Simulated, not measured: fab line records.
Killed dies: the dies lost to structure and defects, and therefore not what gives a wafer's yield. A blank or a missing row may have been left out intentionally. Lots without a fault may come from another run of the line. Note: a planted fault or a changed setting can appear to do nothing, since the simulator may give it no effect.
8D (eight disciplines) problem report, filled in by code | flow berkeley_cmos170 | the parts of the form that need people (team, actions taken, sign-off) are left out

## 1. THE ISSUE
Wafers without a fault read 56.80 W, standard deviation 0.045; heater_power_total_W at UCB170_M1_SOFTBAKE_05 reads a mean of 57.87 W on 6 wafers belonging to 2 lots. That puts it +24 standard deviations away from the usual mean.
The step: time 60 s.
First seen on wafer L871.3, day 10 01:00, on litho_track-02. The record has a number at this step for 42 wafers belonging to 14 lots. The rule behind "out" and "out of limits": a value lying over 4 standard deviations away from the usual mean. The other wafers with a number count as sound.

## 2. WHAT IT IS, WHAT IT ISN'T
question                    | is                                 | is not
which readings at this step | heater_power_total_W, plate_temp_C | -
which lots                  | L871, L872                         | L857, L858, L859, L860, L861, L862, L863, L864, L874, L876, L878, L880
which wafers of those lots  | all that have a number             | -
read on which tools         | litho_track-02                     | litho_track-01, litho_track-04
when                        | from day 10 01:00                  | up to then (24 sound wafers); but 12 sound wafers of L874, L876, L878, L880 came after

## 3. SUSPECTS, AND WHAT RULES EACH OUT
Counting: a tool at any process step up to the reading remains a suspect when it ran all the lots that are out and ran no sound lot after the first of those.
- rie_diel-03 at UCB170_CONTACT_ETCH_17 (etches BARC in N2/H2): ruled out as a lasting fault. After its first lot that is out, L871 (day 9 23:25), sound lots L874 ran on it.
- litho_track-02 at UCB170_M1_SOFTBAKE_05 (time 60 s): kept. All lots that are out passed through it, beginning with L871 at day 10 01:00, and no sound lot followed; its final sound lot before that point was L864 at day 8 16:00. Out on those wafers are its own readings of heater_power_total_W, plate_temp_C.
The count leaves litho_track-02 at UCB170_M1_SOFTBAKE_05.

## 4. THE CAUSE (what the simulator had put in)
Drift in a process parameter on litho_track-02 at UCB170_M1_SOFTBAKE_05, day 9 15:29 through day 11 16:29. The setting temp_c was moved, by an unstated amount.
This tool alone remained once counting was done.

## 5. THE CHAIN OF EFFECTS, in route order
One row per reading whose mean, taken over the struck wafers that have a number, lies over 3 standard deviations from the usual. Only readings whose record carries a usual standard deviation are examined. hours: median over the lots of the time between each lot's start at the first step of this table that gives one and its start at this step. sigmas: the change, counted in usual standard deviations.
hours | step                  | reading              | usual    | on struck wafers | change | sigmas
0     | UCB170_M1_SOFTBAKE_05 | heater_power_total_W | 56.80 W  | 57.87            | +1.07  | +24
0     | UCB170_M1_SOFTBAKE_05 | plate_temp_C         | 130.00 C | 131.84           | +1.84  | +14
Here are the process steps it includes:
- UCB170_M1_SOFTBAKE_05: time 60 s.
At these later measuring or inspecting steps, every struck wafer for which the step has a row has a number for every such reading, and none has moved that far: UCB170_V1_CD_MEAS_12.

## 6. HOW IT WOULD HAVE BEEN CAUGHT EARLIER
In this record the first reading out of limits was taken at day 10 01:00, 10 hours after the fault began at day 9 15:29.
